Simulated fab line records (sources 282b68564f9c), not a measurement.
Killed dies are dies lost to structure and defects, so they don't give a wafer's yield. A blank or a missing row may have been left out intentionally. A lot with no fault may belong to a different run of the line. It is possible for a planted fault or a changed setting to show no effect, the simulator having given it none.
fab line records	flow ritCmos
record: lots: 14	wafers: 38	lastDay: 7
route steps=202 shown GATE@83 NLDD@109 CONTACT@168 M1@184
lots that met no fault: from a run of the same line without faults
startH: start of the lot's first displayed wafer, in hours after the record's first day	waitH: how many hours have passed since the lot's step before this one	" repeats the value in the row above	L1.1+2: a row that stands for several wafers	- no value, or no start given	* or withheld: withheld	< > ~ a bound
route shown NAME@n: NAME is a module with steps in the file, n the number in the route of the first one	usual: mean/standard deviation of fault-free wafers	same: alike in all rows	chamber/n: place in a boat	sites: per-site readings	_std_site: standard deviation across them	_edge_site: the outer-site mean with the inner-site mean subtracted	radiusMm: how far each site lies from the wafer's centre	mask NAME#n: copy n	behind: the last tool/chamber to shape the wafer	hold: the reason the lot was held/the length of the hold in hours/how it ended	device: names the non-switching transistor (n, p or np)	end of line: the same wafers' tests at the end of the route	a step without rows: its recipe alone	killed: dies lost to structure and defects at the first sort, not the wafer's yield	map: shows each die of a wafer: x if killed, . if not, _ if none is there
set.NAME: the setting that was run; set.NAME@STEP: the one run at that earlier step	model.NAME: the simulator's own value behind a step, which no gauge read
the route's steps for a sample of lots (tables are steps, rows are wafers)
services: from which hour (startH, from the record's first day; less than 0 if before it) a tool's chamber was out of use, for how many hours, and why
== steps ==
step: RIT_GATE_THK_MEAS_07
recipe: reads: SiO2_of_GATE_OXIDATION_05
usual: GATE_OXIDE_THK: 2.99/0.069
lot.wafer	tool	chamber	startH	waitH	GATE_OXIDE_THK[nm]
L909.3	filmMetro-02	-	33.83	0.0	3.12
L909.4	"	-	"	"	3.08
L909.5	"	-	"	"	3.05
L910.1	filmMetro-02	-	38.75	0.0	3.03
L910.2	"	-	"	"	3.03
L910.6	"	-	"	"	3.12
L912.1	filmMetro-04	-	49.06	0.0	3.10
L912.3	"	-	"	"	3.04
L912.6	"	-	"	"	3.08
L913.1	filmMetro-02	-	57.24	0.0	2.97
L913.5	"	-	"	"	2.99
L913.6	"	-	"	"	2.95
L917.1	filmMetro-02	-	83.56	0.0	2.91
L917.2	"	-	"	"	2.95
L917.6	"	-	"	"	2.92
L918.1	filmMetro-01	-	87.74	0.0	3.14
L918.4	"	-	"	"	3.04
L918.5	"	-	"	"	3.04
L920.1	filmMetro-02	-	95.26	0.0	2.94
L920.3	"	-	"	"	2.91
L920.5	"	-	"	"	2.98
L922.3	filmMetro-04	-	99.89	0.0	3.01
L922.4	"	-	"	"	3.06
L922.5	"	-	"	"	3.04
L923.1	filmMetro-01	-	104.66	0.0	2.92
L923.3	"	-	"	"	2.92
L923.5	"	-	"	"	2.92
L924.1	filmMetro-04	-	110.01	0.0	2.98
L924.5	"	-	"	"	2.93
L924.6	"	-	"	"	3.01
L927.5	filmMetro-02	-	125.30	0.0	3.01
L928.1	filmMetro-02	-	131.16	0.0	2.97
L929.1	filmMetro-04	-	133.81	0.0	2.80
L929.2	"	-	"	"	2.89
L929.5	"	-	"	"	2.88
L930.1	filmMetro-02	-	139.48	0.0	2.93
L930.4	"	-	"	"	2.90
L930.6	"	-	"	"	2.87
step: RIT_NLDD_OVL_MEAS_06
usual: NLDD_OVL: -0.6/1.4
lot.wafer	tool	chamber	startH	waitH	NLDD_OVL[nm]
L909.3	overlay-02	-	41.20	-	-1.6
L909.4	"	-	"	"	-1.0
L909.5	"	-	"	"	-2.2
L910.1	overlay-02	-	47.23	-	1.3
L910.2	"	-	"	"	1.2
L910.6	"	-	"	"	0.0
L912.1	overlay-01	-	57.90	-	0.2
L912.3	"	-	"	"	-1.3
L912.6	"	-	"	"	-0.5
L913.1	overlay-01	-	65.89	-	-1.2
L913.5	"	-	"	"	-0.8
L913.6	"	-	"	"	-0.9
L917.1	overlay-01	-	92.06	-	-1.8
L917.2	"	-	"	"	-2.2
L917.6	"	-	"	"	-2.7
L918.1	overlay-01	-	95.25	-	-1.5
L918.4	"	-	"	"	-1.4
L918.5	"	-	"	"	-1.6
L920.1	overlay-02	-	102.75	-	1.1
L920.3	"	-	"	"	2.3
L920.5	"	-	"	"	2.5
L922.3	overlay-02	-	108.18	-	0.8
L922.4	"	-	"	"	0.8
L922.5	"	-	"	"	2.2
L923.1	overlay-02	-	114.36	-	-0.2
L923.3	"	-	"	"	-1.2
L923.5	"	-	"	"	-1.5
L924.1	overlay-02	-	117.49	-	-2.8
L924.5	"	-	"	"	-4.0
L924.6	"	-	"	"	-1.6
L927.5	overlay-01	-	132.75	-	0.9
L928.1	overlay-02	-	138.39	-	-0.3
L929.1	overlay-02	-	141.12	-	-0.4
L929.2	"	-	"	"	-0.8
L929.5	"	-	"	"	1.7
L930.1	overlay-01	-	147.79	-	1.4
L930.4	"	-	"	"	1.6
L930.6	"	-	"	"	1.0
step: RIT_CONTACT_CVD_00
recipe: material: SiO2	targetThkNm: 400	precursor: TEOS	tempC: 390	timeS: 61	rfW: 400
usual: heaterPowerW: 333/54
lot.wafer	tool	chamber	startH	waitH	heaterPowerW
L909.3	pecvd-02	2	50.35	0.1	320
L909.4	"	0	"	"	322
L909.5	"	2	"	"	342
L910.1	pecvd-04	0	56.33	0.1	352
L910.2	"	1	"	"	318
L910.6	"	0	"	"	364
L912.1	pecvd-02	1	67.12	0.1	205
L912.3	"	0	"	"	283
L912.6	"	1	"	"	223
L913.1	pecvd-04	0	75.09	0.1	333
L913.5	"	2	"	"	355
L913.6	"	1	"	"	288
L917.1	pecvd-03	2	101.17	0.1	382
L917.2	"	1	"	"	357
L917.6	"	0	"	"	351
L918.1	pecvd-02	1	104.04	0.1	227
L918.4	"	1	"	"	240
L918.5	"	0	"	"	307
L920.1	pecvd-03	0	111.84	0.1	294
L920.3	"	1	"	"	462
L920.5	"	1	"	"	335
L922.3	pecvd-04	1	117.10	0.1	329
L922.4	"	0	"	"	348
L922.5	"	0	"	"	360
L923.1	pecvd-03	0	123.21	0.1	357
L923.3	"	1	"	"	425
L923.5	"	2	"	"	361
L924.1	pecvd-02	0	126.36	0.1	293
L924.5	"	0	"	"	302
L924.6	"	2	"	"	312
L927.5	pecvd-02	1	141.85	0.0	219
L928.1	pecvd-04	1	147.66	0.1	322
L929.1	pecvd-03	1	150.26	0.1	445
L929.2	"	2	"	"	370
L929.5	"	0	"	"	326
L930.1	pecvd-02	1	156.68	0.1	264
L930.4	"	0	"	"	300
L930.6	"	1	"	"	264
step: RIT_M1_SPUTTER_00
recipe: material: Al	targetThkNm: 400	powerW: 2000	chamberPressurePa: 0.4	gas: Ar	timeS: 500	substrateTempC: 25
usual: cathodeDcPowerW: 2000.0/0.36	throttleValvePct: 30.6/1.2
lot.wafer	tool	chamber	startH	waitH	cathodeDcPowerW	throttleValvePct
L909.3	pvdSputter-02	-	52.95	0.0	2000.3	28.2
L909.4	"	-	"	"	2000.3	32.5
L909.5	"	-	"	"	1999.3	31.4
L910.1	pvdSputter-03	-	59.02	0.0	1999.8	31.1
L910.2	"	-	"	"	2000.2	29.9
L910.6	"	-	"	"	1999.6	30.8
L912.1	pvdSputter-01	-	69.47	0.0	1999.3	31.3
L912.3	"	-	"	"	1999.8	29.8
L912.6	"	-	"	"	2000.3	29.6
L913.1	pvdSputter-02	-	77.32	0.0	1999.8	32.4
L913.5	"	-	"	"	2000.4	32.3
L913.6	"	-	"	"	2000.1	28.2
L917.1	pvdSputter-02	-	103.68	0.0	1999.9	31.5
L917.2	"	-	"	"	2000.2	28.2
L917.6	"	-	"	"	2000.0	32.1
L918.1	pvdSputter-01	-	106.53	0.0	1999.6	29.9
L918.4	"	-	"	"	2000.3	31.3
L918.5	"	-	"	"	1999.6	30.9
L920.1	pvdSputter-02	-	114.22	0.0	2000.1	30.2
L920.3	"	-	"	"	2000.4	28.2
L920.5	"	-	"	"	2000.5	32.4
L922.3	pvdSputter-02	-	119.33	0.0	1999.5	31.4
L922.4	"	-	"	"	1999.5	32.5
L922.5	"	-	"	"	1999.5	28.1
L923.1	pvdSputter-02	-	125.56	0.0	2000.0	31.5
L923.3	"	-	"	"	1999.8	30.1
L923.5	"	-	"	"	1999.5	32.1
L924.1	pvdSputter-03	-	128.80	0.0	2000.5	30.0
L924.5	"	-	"	"	1999.7	29.8
L924.6	"	-	"	"	2000.1	31.0
L927.5	pvdSputter-02	-	144.36	0.1	1999.8	32.5
L928.1	pvdSputter-02	-	149.91	0.0	1999.8	32.4
L929.1	pvdSputter-03	-	152.55	0.0	2000.3	31.2
L929.2	"	-	"	"	2000.2	29.7
L929.5	"	-	"	"	2000.2	30.2
L930.1	pvdSputter-01	-	159.02	0.0	2000.2	30.5
L930.4	"	-	"	"	1999.8	29.7
L930.6	"	-	"	"	1999.4	30.5
step: RIT_M1_RS_MEAS_01
recipe: thkMeasGauge: four-point-probe	reads: Al_of_M1_SPUTTER_00
usual: M1_AL_RS: 0.0732/0.0011
lot.wafer	tool	chamber	startH	waitH	M1_AL_RS[ohm/sq]
L909.3	filmMetro-02	-	53.29	0.2	0.0734
L909.4	"	-	"	"	0.0735
L909.5	"	-	"	"	0.0717
L910.1	filmMetro-02	-	59.31	0.1	0.0748
L910.2	"	-	"	"	0.0742
L910.6	"	-	"	"	0.0746
L912.1	filmMetro-01	-	69.76	0.1	0.0726
L912.3	"	-	"	"	0.0738
L912.6	"	-	"	"	0.0739
L913.1	filmMetro-01	-	77.61	0.1	0.0736
L913.5	"	-	"	"	0.0736
L913.6	"	-	"	"	0.0735
L917.1	filmMetro-03	-	103.97	0.1	0.0723
L917.2	"	-	"	"	0.0731
L917.6	"	-	"	"	0.0747
L918.1	filmMetro-02	-	106.82	0.1	0.0715
L918.4	"	-	"	"	0.0709
L918.5	"	-	"	"	0.0713
L920.1	filmMetro-01	-	114.52	0.1	0.0740
L920.3	"	-	"	"	0.0736
L920.5	"	-	"	"	0.0744
L922.3	filmMetro-01	-	119.67	0.2	0.0716
L922.4	"	-	"	"	0.0743
L922.5	"	-	"	"	0.0733
L923.1	filmMetro-03	-	125.86	0.1	0.0727
L923.3	"	-	"	"	0.0737
L923.5	"	-	"	"	0.0746
L924.1	filmMetro-02	-	129.10	0.1	0.0736
L924.5	"	-	"	"	0.0737
L924.6	"	-	"	"	0.0734
L927.5	filmMetro-03	-	144.58	0.1	0.0918
L928.1	filmMetro-01	-	150.20	0.1	0.0912
L929.1	filmMetro-01	-	152.84	0.1	0.0740
L929.2	"	-	"	"	0.0738
L929.5	"	-	"	"	0.0727
L930.1	filmMetro-01	-	159.32	0.1	0.0725
L930.4	"	-	"	"	0.0714
L930.6	"	-	"	"	0.0722
step: RIT_M1_THK_MEAS_02
recipe: thkMeasGauge: xrf	reads: Al_of_M1_SPUTTER_00
usual: M1_AL_THK: 408/6.2
lot.wafer	tool	chamber	startH	waitH	M1_AL_THK[nm]
L909.3	filmMetro-02	-	53.39	0.1	410
L909.4	"	-	"	"	408
L909.5	"	-	"	"	417
L910.1	filmMetro-02	-	59.43	0.1	402
L910.2	"	-	"	"	402
L910.6	"	-	"	"	400
L912.1	filmMetro-01	-	69.88	0.1	411
L912.3	"	-	"	"	409
L912.6	"	-	"	"	403
L913.1	filmMetro-01	-	77.73	0.1	404
L913.5	"	-	"	"	403
L913.6	"	-	"	"	405
L917.1	filmMetro-03	-	104.09	0.1	409
L917.2	"	-	"	"	405
L917.6	"	-	"	"	397
L918.1	filmMetro-02	-	106.94	0.1	416
L918.4	"	-	"	"	419
L918.5	"	-	"	"	419
L920.1	filmMetro-01	-	114.64	0.1	407
L920.3	"	-	"	"	405
L920.5	"	-	"	"	404
L922.3	filmMetro-01	-	119.77	0.1	418
L922.4	"	-	"	"	406
L922.5	"	-	"	"	411
L923.1	filmMetro-03	-	125.98	0.1	410
L923.3	"	-	"	"	404
L923.5	"	-	"	"	397
L924.1	filmMetro-02	-	129.22	0.1	403
L924.5	"	-	"	"	405
L924.6	"	-	"	"	407
L927.5	filmMetro-03	-	144.66	0.1	326
L928.1	filmMetro-01	-	150.32	0.1	330
L929.1	filmMetro-01	-	152.96	0.1	404
L929.2	"	-	"	"	406
L929.5	"	-	"	"	415
L930.1	filmMetro-01	-	159.44	0.1	414
L930.4	"	-	"	"	419
L930.6	"	-	"	"	415
step: RIT_M1_METAL_ETCH_12
recipe: stopOn: SiO2	chemistry: Cl2/BCl3	target: Al	timeS: 165	overEtchFrac: 0.5	pressureMtorr: 100	targetDepthA: 6000	rfW: 250	Cl2_flow_sccm: 60	bcl3FlowSccm: 50
usual: drypumpMotorCurrentA: 5.9/0.36	oesProductAu: 0.767/0.014	throttleValvePct: 8.29/0.073
lot.wafer	tool	chamber	startH	waitH	drypumpMotorCurrentA	oesProductAu	rfHoursCounterH	throttleValvePct
L909.3	rieMetal-03	1	54.89	0.2	6.0	0.754	-	8.30
L909.4	"	0	"	"	6.2	0.776	-	8.35
L909.5	"	0	"	"	6.2	0.795	-	8.38
L910.1	rieMetal-04	0	60.78	0.2	6.1	0.759	0.7	8.24
L910.2	"	1	"	"	5.5	0.755	0.4	8.31
L910.6	"	1	"	"	5.5	0.749	-	8.30
L912.1	rieMetal-03	0	71.35	0.2	6.2	0.783	4.5	8.35
L912.3	"	1	"	"	6.0	0.737	-	8.29
L912.6	"	1	"	"	6.0	0.754	-	8.29
L913.1	rieMetal-04	1	79.20	0.2	5.5	0.761	0.6	8.29
L913.5	"	1	"	"	5.5	0.760	-	8.31
L913.6	"	0	"	"	6.1	0.767	-	8.25
L917.1	rieMetal-02	1	105.67	0.2	6.2	0.762	2.7	8.16
L917.2	"	0	"	"	5.3	0.783	2.7	8.37
L917.6	"	0	"	"	5.3	0.773	-	8.38
L918.1	rieMetal-03	1	108.63	0.2	6.0	0.753	4.9	8.29
L918.4	"	1	"	"	6.0	0.769	-	8.29
L918.5	"	1	"	"	6.0	0.759	-	8.29
L920.1	rieMetal-02	0	116.11	0.2	5.3	0.778	2.9	8.38
L920.3	"	1	"	"	6.2	0.739	-	8.16
L920.5	"	0	"	"	5.3	0.770	-	8.37
L922.3	rieMetal-04	1	121.51	0.2	5.5	0.773	-	8.31
L922.4	"	0	"	"	6.1	0.765	-	8.25
L922.5	"	0	"	"	6.2	0.769	-	8.26
L923.1	rieMetal-02	1	127.70	0.2	6.2	0.758	3.1	8.17
L923.3	"	1	"	"	6.2	0.743	-	8.16
L923.5	"	1	"	"	6.2	0.739	-	8.16
L924.1	rieMetal-03	1	130.67	0.2	6.0	0.756	5.2	8.28
L924.5	"	1	"	"	6.0	0.754	-	8.29
L924.6	"	0	"	"	6.2	0.782	-	8.37
L927.5	rieMetal-03	0	146.10	0.2	6.2	0.700	-	8.39
L928.1	rieMetal-04	1	151.67	0.2	5.5	0.683	1.5	8.33
L929.1	rieMetal-02	1	154.31	0.2	6.2	0.746	3.4	8.17
L929.2	"	0	"	"	5.3	0.766	3.4	8.38
L929.5	"	1	"	"	6.2	0.752	-	8.18
L930.1	rieMetal-03	1	160.91	0.2	5.9	0.763	5.6	8.29
L930.4	"	1	"	"	6.0	0.755	-	8.29
L930.6	"	1	"	"	5.9	0.759	-	8.31
step: RIT_M1_PROBE_99
usual: killedAtContacts: 0.0/0.22	killedAtFrontEnd: 6.9/2.9	killedDies: 7.0/2.9	killedOpen: 3.5/2	killedShort: 3.5/2
same: grossDies: 264	killed_at_M0_to_M3: 0	killed_at_M4_up: 0	killedAtBackSide: 0	killedAtOther: 0
lot.wafer	tool	chamber	startH	waitH	killedAtContacts	killedAtFrontEnd	killedDies	killedOpen	killedShort
L927.5	prober-02	-	148.87	0.2	1	6	7	4	3
L928.1	prober-01	-	154.77	0.1	0	5	5	1	4
killed by level:class
L927.5 REOX:geometricParticle:short=2 FOX1:geometricParticle:open=1 GATE:geometricParticle:open=1 REOX:geometricParticle:open=1 SILICIDE:geometricParticle:open=1 CONTACT:geometricParticle:short=1
L928.1 FOX1:geometricParticle:short=3 GATE:geometricParticle:open=1 SPACER:geometricParticle:short=1
== services ==
tool	chamber	startH	hours	kind
pvdSputter-03	-	34.38	0.7	repair
rieMetal-04	1	38.57	8.3	repair
pecvd-02	1	49.14	11.2	repair
pecvd-04	-	50.00	0.7	repair
pvdSputter-03	-	51.45	4.5	repair
pvdSputter-03	-	62.24	0.7	repair
pecvd-04	1	89.95	2.3	repair
pvdSputter-03	-	97.53	30.8	repair
pvdSputter-03	-	103.34	1.7	repair
pecvd-04	2	103.55	21.1	repair
pecvd-02	-	122.95	2.8	pm
== key ==
firstSign: step: RIT_M1_RS_MEAS_01	reading: M1_AL_RS	direction: up	sigmas: 17	usual: 0.0732	struck: 0.0915
effect: step: RIT_M1_THK_MEAS_02	reading: M1_AL_THK	direction: down	sigmas: 13	usual: 408	struck: 328
effect: step: RIT_M1_METAL_ETCH_12	reading: oesProductAu	direction: down	sigmas: 5.4	usual: 0.767	struck: 0.692
metAt RIT_M1_SPUTTER_00
struckLots L927,L928
struckWafers L927.5,L928.1
testerLeftOut L927,L928
notActingAt RIT_GATE_THK_MEAS_07,RIT_NLDD_OVL_MEAS_06,RIT_CONTACT_CVD_00
onsetBetween 125.56 144.36
earlierFault: kind: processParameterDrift	tool: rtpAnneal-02	chamber: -	onsetH: 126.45	steps: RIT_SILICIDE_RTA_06	channel: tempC	offset: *	shape: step	endH: 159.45	actsIn: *	stated: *
earlierFault: kind: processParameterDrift	tool: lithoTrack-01	chamber: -	onsetH: 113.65	steps: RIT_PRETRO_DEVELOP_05	channel: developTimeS	offset: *	shape: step	endH: 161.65	actsIn: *	stated: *
fault: kind: processParameterDrift	tool: pvdSputter-02	chamber: -	onsetH: 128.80	steps: RIT_M1_SPUTTER_00	channel: timeS	offset: *	shape: step	stated: *	scope: struckWafersOnly
testerLeftOut: of these lots the tester's yield and bins aren't shown, on N5 and GAA mostly nor the transistor test; their killed dies are dies lost to structure and defects alone, not to doping, threshold or leakage, so they don't give the yield
